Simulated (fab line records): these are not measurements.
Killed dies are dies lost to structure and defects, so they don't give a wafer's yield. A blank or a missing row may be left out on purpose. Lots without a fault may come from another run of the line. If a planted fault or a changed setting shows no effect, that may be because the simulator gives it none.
Which tool was responsible? -- flow rit-cmos -- 14 lots with 42 wafers sampled at 2 steps, on a route of 202 steps

## WHAT EACH GAUGE READ, for each wafer
RIT_ACTIVE_THK_MEAS_04.
lot,measured,on,ACTIVE_NITRIDE_THK (nm)
L490,day 1 13:52,film-metro-04,150.7 152.0 152.0
L491,day 1 18:32,film-metro-03,153.0 152.5 151.5
L492,day 1 23:40,film-metro-01,150.2 150.0 150.2
L493,day 2 05:16,film-metro-03,149.5 149.6 149.9
L494,day 2 10:14,film-metro-03,154.3 152.7 152.9
L495,day 2 16:13,film-metro-01,150.5 151.0 150.3
L497,day 3 01:34,film-metro-04,131.7 132.0 131.3 131.8 131.9 131.4
L499,day 3 11:37,film-metro-03,132.0 131.9 131.9 132.0 131.8 132.0
L500,day 3 16:32,film-metro-01,131.7 131.0 131.7 131.5 131.1 131.6
L501,day 3 21:52,film-metro-03,133.5 135.3 133.0 133.5 135.3 133.0
L503,day 4 07:23,film-metro-01,150.9 150.6 150.9
L506,day 4 22:55,film-metro-04,152.5 150.8 151.3
L509,day 5 15:58,film-metro-03,148.5 149.2 147.9
L512,day 6 08:15,film-metro-04,148.7 148.3 148.7

## EACH LOT AND THE TOOL THAT RAN IT (in order: tool; ch and the chambers of the sampled wafers; start)
lot,RIT_ACTIVE_CVD_03
L490,"lpcvd-02 ch 1, day 1 12:28"
L491,"lpcvd-02 ch 1, day 1 17:07"
L492,"lpcvd-02 ch 1, day 1 22:14"
L493,"lpcvd-01 ch 1, day 2 03:50"
L494,"lpcvd-01 ch 0, day 2 08:07"
L495,"lpcvd-02 ch 1, day 2 14:48"
L497,"lpcvd-01 ch 1, day 2 23:26"
L499,"lpcvd-01 ch 1, day 3 09:28"
L500,"lpcvd-01 ch 1, day 3 15:06"
L501,"lpcvd-01 ch 1, day 3 20:26"
L503,"lpcvd-02 ch 1, day 4 05:57"
L506,"lpcvd-02 ch 1, day 4 20:47"
L509,"lpcvd-02 ch 0, day 5 13:50"
L512,"lpcvd-02 ch 1, day 6 06:50"
- RIT_ACTIVE_CVD_03: deposits Si3N4 from SiH2Cl2/NH3, target thk 150 nm, time 1500 s.

## WHAT THE TOOLS THEMSELVES READ (means of the sampled wafers that have a number; where no wafer has one, the mark that the record gives instead)
The record holds no such reading with a usual standard deviation.

## THE ANSWER, worked out from the rows above alone
Rule: usual is defined by the lots themselves. Put in order of their means at a reading, lots are off if they are a third of the lots or fewer, leave a main group of 4 or more, and stand apart from it by a gap of 3 or more times the standard deviation of the main group's means; of several such gaps the widest counts. A main group whose means are all the same, to the digits that the tables above print for the reading, isn't used. A lot without any number at a reading at which 4 lots or more have one is off too. Any other lot the step has rows for is counted as sound. Order of review: gauges by route order, followed by the tools' own readings, for which a lot's mean as printed above is used. The first step at which some lot is off is used, and at that step the reading that is off furthest; a lot without a number counts as furthest.
Off: L497, L499, L500, L501, seen at RIT_ACTIVE_THK_MEAS_04 (ACTIVE_NITRIDE_THK). Main group: mean 150.7 nm, sd 1.5.
If a tool, at a process step before that reading, ran all the lots that are off and no sound lot after the first of them, it fits. Those tools and the gauges at RIT_ACTIVE_THK_MEAS_04 are tried in the same way. One candidate fits, namely lpcvd-01 at RIT_ACTIVE_CVD_03. Its last sound lot is L494 (day 2 08:07), its first lot that is off L497 (day 2 23:26): a fault that began between those two fits.

## WHAT THE SIMULATOR PUT IN
Site profile drift: lpcvd-01, from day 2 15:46 on, at RIT_ACTIVE_CVD_03. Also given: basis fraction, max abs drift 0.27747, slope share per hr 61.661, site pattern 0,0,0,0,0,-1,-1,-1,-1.
Shown lots that were struck: L497, L499, L500, L501. This agrees with what the rule above found.
